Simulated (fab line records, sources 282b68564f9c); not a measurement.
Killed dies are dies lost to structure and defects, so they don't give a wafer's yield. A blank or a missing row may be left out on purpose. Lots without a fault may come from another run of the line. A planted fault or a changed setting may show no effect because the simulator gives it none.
Which tool did it? | flow rit_cmos | 15 lots, 45 wafers sampled, at 1 step of a route of 202

WHAT THE GAUGES READ, wafer by wafer
The record holds no reading of a measuring or inspecting step that can be judged against a usual standard deviation.

WHICH TOOL RAN EACH LOT (tool, then ch and the chambers of the sampled wafers, then the start)
lot  | RIT_GATE_OXIDATION_05
L192 | furnace-02 ch 0, day 2 14:26
L194 | furnace-01 ch 0, day 3 02:56
L195 | furnace-01 ch 0, day 3 07:23
L196 | furnace-02 ch 0, day 3 12:28
L197 | furnace-01, day 3 14:03
L198 | furnace-02, day 3 19:03
L199 | furnace-01, day 3 21:03
L204 | furnace-01 ch 0, day 4 21:48
L206 | furnace-02 ch 0, day 5 06:03
L207 | furnace-02 ch 0, day 5 12:54
L209 | furnace-01 ch 0, day 5 21:35
L210 | furnace-02 ch 0, day 6 03:25
L212 | furnace-03 ch 0, day 6 12:38
L213 | furnace-02 ch 0, day 6 16:33
L214 | furnace-02 ch 0, day 6 22:43
- RIT_GATE_OXIDATION_05: target thk 3 nm, ox time 270 s.

WHAT THE TOOLS THEMSELVES READ (means of the sampled wafers that have a number; where no wafer has one, the mark that the record gives instead)
RIT_GATE_OXIDATION_05. Usual: ox_temp_c 899.9 C, standard deviation 0.45; ox_temp_c_max 904.8, standard deviation 1.5; spike_tc_centre_C 902.2 C, standard deviation 1.4.
lot  | tool       | ox_temp_c (C) | ox_temp_c_max | spike_tc_centre_C (C) | flag
L192 | furnace-02 | 900.6         | 905.1         | 901.8                 |
L194 | furnace-01 | 899.6         | 906.0         | 903.1                 |
L195 | furnace-01 | 899.3         | 905.5         | 903.8                 |
L196 | furnace-02 | 899.8         | 904.1         | 901.1                 |
L197 | furnace-01 | -             | -             | -                     | OFF
L198 | furnace-02 | -             | -             | -                     | OFF
L199 | furnace-01 | -             | -             | -                     | OFF
L204 | furnace-01 | 899.7         | 906.2         | 903.0                 |
L206 | furnace-02 | 899.8         | 904.7         | 902.2                 |
L207 | furnace-02 | 899.6         | 904.1         | 902.1                 |
L209 | furnace-01 | 900.4         | 906.7         | 902.4                 |
L210 | furnace-02 | 900.3         | 904.2         | 901.4                 |
L212 | furnace-03 | 900.0         | 903.4         | 901.2                 |
L213 | furnace-02 | 900.4         | 904.8         | 901.0                 |
L214 | furnace-02 | 899.7         | 904.4         | 903.8                 |

THE ANSWER, worked out from the rows above alone
Rule: a lot is off if the mean of its wafers that have a number lies more than 3 standard deviations from the usual mean. A lot without any number at a reading at which 4 lots or more have one is off too. The other lots that the step has rows for count as sound. The gauges are gone through in route order, then the tools' own readings, and for those a lot's mean is taken as printed above. The first step at which some lot is off is used, and at that step the reading that is off furthest; a lot without a number counts as furthest.
Off: L197, L198, L199, at RIT_GATE_OXIDATION_05 (ox_temp_c). Without a number there: L197, L198, L199.
A tool fits if, at that step or a process step before it, it ran every lot that is off, and no sound lot after the first of them. None of those tried fits.

WHAT THE SIMULATOR HAD PUT IN
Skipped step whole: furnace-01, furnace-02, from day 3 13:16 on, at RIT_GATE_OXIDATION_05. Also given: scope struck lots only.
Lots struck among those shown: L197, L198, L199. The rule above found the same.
